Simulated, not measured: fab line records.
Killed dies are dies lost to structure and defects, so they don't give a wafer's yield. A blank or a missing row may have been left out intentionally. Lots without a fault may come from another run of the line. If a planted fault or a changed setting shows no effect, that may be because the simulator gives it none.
Problem report in the 8D (eight disciplines) form, filled by code / flow berkeley cmos170 / the parts of the form that need people (team, actions taken, sign-off) are left out

1. WHAT IS WRONG
tilt deg at UCB170_PWELL_IMPLANT_15 reads a mean of 4.975 degrees on 6 wafers of 2 lots; wafers without a fault read 7.000 degrees with a standard deviation of 0.018. That is -99 or more standard deviations from the usual mean.
Earliest sighting: wafer L703.3 on implanter-01 at day 6 19:01. Wafers with a number at this step in the record: 42, from 14 lots. Rule for "out", or "out of limits": more than 4 standard deviations from the usual mean. All remaining wafers that have a number are taken as sound.

2. WHAT IT IS, AND WHAT IT ISN'T
question=which readings at this step | is=tilt deg | is not=-
question=which lots | is=L703, L704 | is not=L686, L688, L689, L690, L691, L692, L693, L695, L696, L697, L698, L708
question=which wafers of those lots | is=all that have a number | is not=-
question=read on which tools | is=implanter-01 | is not=implanter-02, implanter-04
question=when | is=from day 6 19:01 | is not=up to then (33 sound wafers); but 3 sound wafers of L708 came after

3. SUSPECTS, AND WHAT RULES EACH OUT
Counting: a tool at any process step up to the reading remains a suspect when it ran all the lots that are out and ran no sound lot after the first of those.
- implanter-01 at UCB170_PWELL_IMPLANT_15: kept. Every lot that is out went through it, starting with L703 (day 6 19:01), and after that it ran no sound lot; the last sound lot it ran before then is L698 (day 5 19:09). Its own readings are out on those wafers: tilt deg.
Left after counting: implanter-01 at UCB170_PWELL_IMPLANT_15.

4. THE CAUSE (what the simulator had put in)
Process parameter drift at UCB170_PWELL_IMPLANT_15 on implanter-01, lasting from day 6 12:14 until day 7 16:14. From 7, the setting tilt deg moved by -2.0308. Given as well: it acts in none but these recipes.
The count eliminated every tool but this one.

5. THE EFFECT CHAIN, in route order
One row per reading whose mean, taken over the struck wafers that have a number, lies over 3 standard deviations from the usual. Only readings for which the record gives a usual standard deviation are gone through. hours: the time from each lot's start at the first step in this table that gives one to its start at this step, as a median over the lots. sigmas: the change in usual standard deviations.
hours=0; step=UCB170_PWELL_IMPLANT_15; reading=tilt deg; usual=7.000 degrees; on struck wafers=4.975; change=-2.025; sigmas=-99 or more
Here are the process steps it includes:
- UCB170_PWELL_IMPLANT_15
Later steps that measure or inspect, where all struck wafers having a row at the step show a number for every such reading and not one has moved that far: UCB170_GATE_THK_MEAS_02.

6. WHAT WOULD HAVE CAUGHT IT SOONER
The fault began at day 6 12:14; the first out-of-limits reading in this record came at day 6 19:01, 7 hours later.
